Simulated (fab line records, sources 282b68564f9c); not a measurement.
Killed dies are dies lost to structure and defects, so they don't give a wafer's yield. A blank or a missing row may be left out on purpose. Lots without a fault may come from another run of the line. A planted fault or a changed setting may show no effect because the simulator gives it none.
Which tool did it? | flow rit_cmos | 14 lots, 42 wafers sampled, at 2 steps of a route of 202

WHAT THE GAUGES READ, wafer by wafer
The record holds no reading of a measuring or inspecting step that can be judged against a usual standard deviation.

WHICH TOOL RAN EACH LOT (tool, then ch and the chambers of the sampled wafers, then the start)
lot  | RIT_PRETRO_COAT_01               | RIT_M1_PROBE_99
L490 | litho_track-02 ch 0, day 2 06:47 | -
L491 | litho_track-01 ch 0, day 2 11:55 | -
L492 | litho_track-04 ch 0, day 2 16:53 | -
L493 | litho_track-04 ch 0, day 2 21:44 | -
L494 | litho_track-04 ch 0, day 3 01:55 | -
L495 | litho_track-04 ch 0, day 3 08:17 | -
L496 | litho_track-02 ch 0, day 3 12:25 | -
L498 | litho_track-01 ch 0, day 3 22:43 | prober-01, day 5 03:32
L499 | litho_track-04 ch 0, day 4 03:26 | prober-02, day 5 08:14
L500 | litho_track-01 ch 0, day 4 07:33 | prober-01, day 5 12:11
L502 | litho_track-01 ch 0, day 4 18:01 | -
L504 | litho_track-01 ch 0, day 5 03:46 | -
L509 | litho_track-02 ch 0, day 6 06:29 | -
L511 | litho_track-02 ch 0, day 6 16:01 | -
- RIT_PRETRO_COAT_01: resist thk 1300 nm.
- RIT_M1_PROBE_99

WHAT THE TOOLS THEMSELVES READ (means of the sampled wafers that have a number; where no wafer has one, the mark that the record gives instead)
RIT_PRETRO_COAT_01.
lot  | tool           | chill_plate_temp_C (C) | resist_line_temp_C (C) | spin_speed_rpm (rpm)
L490 | litho_track-02 | 22.90                  | 23.11                  | 2001.1
L491 | litho_track-01 | 23.00                  | 23.05                  | 2000.8
L492 | litho_track-04 | 22.94                  | 23.00                  | 2000.1
L493 | litho_track-04 | 23.01                  | 22.91                  | 2000.8
L494 | litho_track-04 | 23.05                  | 23.00                  | 1999.1
L495 | litho_track-04 | 22.96                  | 23.10                  | 1999.5
L496 | litho_track-02 | 22.84                  | 23.02                  | 2000.1
L498 | litho_track-01 | 23.00                  | 22.73                  | 2000.6
L499 | litho_track-04 | 23.02                  | 22.92                  | 2000.0
L500 | litho_track-01 | 22.97                  | 23.00                  | 1997.4
L502 | litho_track-01 | 22.96                  | 23.07                  | 1858.4
L504 | litho_track-01 | 23.05                  | 22.93                  | 1857.5
L509 | litho_track-02 | 23.23                  | 23.15                  | 1999.7
L511 | litho_track-02 | 23.08                  | 23.16                  | 2001.4

RIT_M1_PROBE_99.
lot  | tool      | killed_at_M0_to_M3 | killed_at_contacts | killed_at_front_end | killed_dies | killed_open | killed_short
L498 | prober-01 | 0.0                | 0.0                | 6                   | 6           | 3.7         | 2.7
L499 | prober-02 | 0.0                | 0.0                | 6                   | 6           | 3.3         | 3.0
L500 | prober-01 | 0.0                | 0.0                | 7                   | 7           | 4.0         | 3.0

THE ANSWER, worked out from the rows above alone
Rule: what is usual is taken from the lots themselves. Put in order of their means at a reading, lots are off if they are a third of the lots or fewer, leave a main group of 4 or more, and stand apart from it by a gap of 3 or more times the standard deviation of the main group's means; of several such gaps the widest counts. A main group whose means are all the same, to the digits that the tables above print for the reading, isn't used. A lot without any number at a reading at which 4 lots or more have one is off too. The other lots that the step has rows for count as sound. The gauges are gone through in route order, then the tools' own readings, and for those a lot's mean is taken as printed above. The first step at which some lot is off is used, and at that step the reading that is off furthest; a lot without a number counts as furthest.
Off: L502, L504, at RIT_PRETRO_COAT_01 (spin_speed_rpm). The main group: mean 2000.0 rpm, standard deviation 1.
A tool fits if, at that step or a process step before it, it ran every lot that is off, and no sound lot after the first of them. One fits: litho_track-01 at RIT_PRETRO_COAT_01. Its last sound lot is L500 (day 4 07:33), its first lot that is off L502 (day 4 18:01): a fault that began between those two fits.
The tool's own readings at RIT_PRETRO_COAT_01 bear it out: on the lots that are off they differ by more than 5 times the standard deviation of the sound lots' means. spin_speed_rpm reads 1858.0 rpm there against 2000.0 rpm on the sound lots.

WHAT THE SIMULATOR HAD PUT IN
Process parameter drift: litho_track-01, from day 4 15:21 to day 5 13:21, at RIT_PRETRO_COAT_01. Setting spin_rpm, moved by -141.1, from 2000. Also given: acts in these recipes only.
Lots struck among those shown: L502, L504. The rule above found the same.
